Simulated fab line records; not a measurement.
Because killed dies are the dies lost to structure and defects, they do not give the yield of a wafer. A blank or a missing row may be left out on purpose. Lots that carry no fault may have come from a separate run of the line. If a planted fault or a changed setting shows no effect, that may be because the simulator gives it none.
Split-lot experiment + flow rit cmos + route with 202 steps; 5 lots, 23 wafers read

## SPLIT DETAILS
At RIT_GATE_SOFTBAKE_12 (time 60 s), the setting temp c was moved away from the recipe's 90 C on 10 of the 23 wafers read, by -3.8% to +1.8%. For the rest of the wafers, this setting stayed at what the recipe calls for.

## FROM THE SPLIT TO THE READING: what the file shows between them, 2 steps
- RIT_GATE_EXPOSE_13: exposes mask M6, target cd 150 nm
- RIT_GATE_PEB_14

## THE READING
NOVOLAK_of_GATE_COAT_11.thk nm (the simulator's own value, which no gauge read), in nm, at RIT_GATE_DEVELOP_15 (develop time 50 s). The file gives no usual value for it. Here, 13 wafers ran the recipe; their average is 852.0 nm with a standard deviation of 1.1 nm.

| wafer  | tool, chamber at the split | temp c as run, C | against the recipe | NOVOLAK_of_GATE_COAT_11.thk nm, nm | against lot-mates on the recipe |
|--------|----------------------------|------------------|--------------------|------------------------------------|---------------------------------|
| L075.1 | litho track-01, 0          | 88.04            | -2.2%              | 854.1                              | +2.9                            |
| L075.2 | litho track-01, 0          | 88.04            | -2.2%              | 854.9                              | +3.7                            |
| L075.3 | litho track-01, 0          | 90               | recipe             | 851.2                              | -                               |
| L075.5 | litho track-01, 0          | 90               | recipe             | 851.5                              | -                               |
| L075.6 | litho track-01, 0          | 90               | recipe             | 851                                | -                               |
| L077.1 | litho track-02, 0          | 87.9             | -2.3%              | 859.6                              | +6.1                            |
| L077.2 | litho track-02, 0          | 90               | recipe             | 854.5                              | -                               |
| L077.3 | litho track-02, 0          | 87.9             | -2.3%              | 858.5                              | +5.0                            |
| L077.5 | litho track-02, 0          | 87.9             | -2.3%              | 858.8                              | +5.3                            |
| L077.6 | litho track-02, 0          | 90               | recipe             | 852.4                              | -                               |
| L080.1 | litho track-01, 0          | 91.63            | +1.8%              | 849.8                              | -2.5                            |
| L080.2 | litho track-01, 0          | 90               | recipe             | 852.1                              | -                               |
| L080.3 | litho track-01, 0          | 91.63            | +1.8%              | 846.7                              | -5.5                            |
| L080.4 | litho track-01, 0          | 90               | recipe             | 852.4                              | -                               |
| L080.6 | litho track-01, 0          | 91.63            | +1.8%              | 844.4                              | -7.9                            |
| L081.1 | litho track-04, 0          | 90               | recipe             | 850.5                              | -                               |
| L081.2 | litho track-04, 0          | 86.57            | -3.8%              | 860.4                              | +9.0                            |
| L081.3 | litho track-04, 0          | 90               | recipe             | 853.4                              | -                               |
| L081.4 | litho track-04, 0          | 90               | recipe             | 850.4                              | -                               |
| L081.5 | litho track-04, 0          | 86.57            | -3.8%              | 859.3                              | +7.9                            |
| L084.3 | litho track-01, 0          | 90               | recipe             | 852.1                              | -                               |
| L084.4 | litho track-01, 0          | 90               | recipe             | 852.6                              | -                               |
| L084.5 | litho track-01, 0          | 90               | recipe             | 851.4                              | -                               |

FIT RESULTS
A straight line over all 23 wafers: NOVOLAK_of_GATE_COAT_11.thk nm changes by -2.32 nm for each +1% of temp c; r = -0.92; the points scatter about the line by 1.6 nm.
The same after taking each lot's own level away (the mean of its wafers on the recipe; 23 wafers): -2.32 nm for each +1%; r = -0.95; scatter 1.3 nm.
According to that fit, moving temp c by its largest amount changes the reading by 8.8 nm.
The lots' own levels span 851.23 to 853.45 nm, that is 2.0 times the standard deviation above.
The two slopes are in agreement: the lot-to-lot level therefore moves the slope only a little.
Check: +8.39 nm against its lot-mates is what the line predicts for one of the wafers moved furthest among these (-3.8%) when that wafer is left out of the fit. Against them it came out at +8.97 nm.

## THESE WAFERS: OTHER SPLITS
Note: prior to the reading, these wafers also went through further splits. Each is held against what the fit with the lots' levels taken away leaves over:
| other split on the same wafers  | wafers away from the commonest value | r with NOVOLAK_of_GATE_COAT_11.thk nm (lot level and that fit taken away) |
|---------------------------------|--------------------------------------|---------------------------------------------------------------------------|
| RIT_ACTIVE_EXPOSE_08 dose mj    | 7                                    | -0.16                                                                     |
| RIT_FOX2_OXIDATION_00 ox time s | 15                                   | +0.22                                                                     |
| RIT_NWELL_SOFTBAKE_02 temp c    | 11                                   | -0.02                                                                     |
| RIT_NRETRO_COAT_01 spin rpm     | 7                                    | +0.00                                                                     |
| RIT_NRETRO_IMPLANT_08 dose cm2  | 8                                    | +0.18                                                                     |
| RIT_PRETRO_COAT_01 spin rpm     | 12                                   | -0.37                                                                     |

## THE FILE'S OWN FIT
NOVOLAK_of_GATE_COAT_11.thk nm changes by -2.2 nm for each +1% of temp c, r = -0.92.
